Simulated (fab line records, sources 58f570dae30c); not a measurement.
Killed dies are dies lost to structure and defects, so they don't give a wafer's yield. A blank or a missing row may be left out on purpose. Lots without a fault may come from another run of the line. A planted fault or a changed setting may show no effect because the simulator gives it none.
Split-lot experiment | flow berkeley_cmos170 | 5 lots, 23 wafers read, on a route of 331 steps

THE SPLIT
At UCB170_NWELL_IMPLANT_14, the setting dose_cm2 was moved away from the recipe's 1e+13 on 9 of the 23 wafers read, by -5.9% to +7.3%. The other wafers ran this setting at the recipe's value.

FROM THE SPLIT TO THE READING: what the file shows between them, 1 step
- UCB170_NWELL_STRIP_15: strips in O2

THE READING
NWELL_TW, at UCB170_NWELL_TW_MEAS_16. Fault-free wafers of this fab line usually give 1245, standard deviation 12.

wafer  | tool, chamber at the split | dose_cm2 as run | against the recipe | NWELL_TW | against lot-mates on the recipe
L075.1 | implanter-02, 0            | 1e+13           | recipe             | 1240     | -
L075.3 | implanter-02, 0            | 1e+13           | recipe             | 1244     | -
L075.6 | implanter-02, 0            | 1e+13           | recipe             | 1239     | -
L078.1 | implanter-01, 0            | 1.025e+13       | +2.5%              | 1288     | +16
L078.3 | implanter-01, 0            | 1.025e+13       | +2.5%              | 1287     | +15
L078.4 | implanter-01, 0            | 1e+13           | recipe             | 1272     | -
L078.5 | implanter-01, 0            | 1.025e+13       | +2.5%              | 1285     | +13
L078.6 | implanter-01, 0            | 1e+13           | recipe             | 1272     | -
L080.1 | implanter-03, 0            | 1e+13           | recipe             | 1242     | -
L080.2 | implanter-03, 0            | 1.073e+13       | +7.3%              | 1265     | +26
L080.3 | implanter-03, 0            | 1.073e+13       | +7.3%              | 1258     | +20
L080.4 | implanter-03, 0            | 1e+13           | recipe             | 1235     | -
L080.6 | implanter-03, 0            | 1.073e+13       | +7.3%              | 1266     | +28
L081.1 | implanter-02, 0            | 9.41e+12        | -5.9%              | 1214     | -26
L081.3 | implanter-02, 0            | 9.41e+12        | -5.9%              | 1217     | -24
L081.4 | implanter-02, 0            | 9.41e+12        | -5.9%              | 1217     | -24
L081.5 | implanter-02, 0            | 1e+13           | recipe             | 1241     | -
L081.6 | implanter-02, 0            | 1e+13           | recipe             | 1240     | -
L084.1 | implanter-02, 0            | 1e+13           | recipe             | 1245     | -
L084.2 | implanter-02, 0            | 1e+13           | recipe             | 1250     | -
L084.3 | implanter-02, 0            | 1e+13           | recipe             | 1245     | -
L084.4 | implanter-02, 0            | 1e+13           | recipe             | 1240     | -
L084.6 | implanter-02, 0            | 1e+13           | recipe             | 1249     | -

THE FIT
A straight line over all 23 wafers: NWELL_TW changes by +4.19 for each +1% of dose_cm2; r = +0.70; the points scatter about the line by 15.
The same after taking each lot's own level away (the mean of its wafers on the recipe; 23 wafers): +3.82 for each +1%; r = +0.97; scatter 3.6.
On that fit, the largest move of dose_cm2 shifts the reading by 28.
The lots' own levels span 1238.5 to 1272.0, that is 2.8 times the standard deviation above.
So the lot-to-lot level blurs the effect unless lot-mates are compared.
Check: with one of the wafers moved furthest among these (+7.3%) left out of the fit, the line predicts +28.2 for it against its lot-mates. It came out at +26.5 against them.

OTHER SPLITS ON THESE WAFERS
These wafers also went through other splits before the reading. Each is held against what the fit with the lots' levels taken away leaves over:
other split on the same wafers    | wafers away from the commonest value | r with NWELL_TW (lot level and that fit taken away)
UCB170_START_OXIDATION_02 temp_c  | 10                                   | -0.15
UCB170_ZERO_COAT_01 resist_thk_nm | 11                                   | -0.31

THE FILE'S OWN FIT
NWELL_TW changes by +3.76 for each +1% of dose_cm2, r = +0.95.
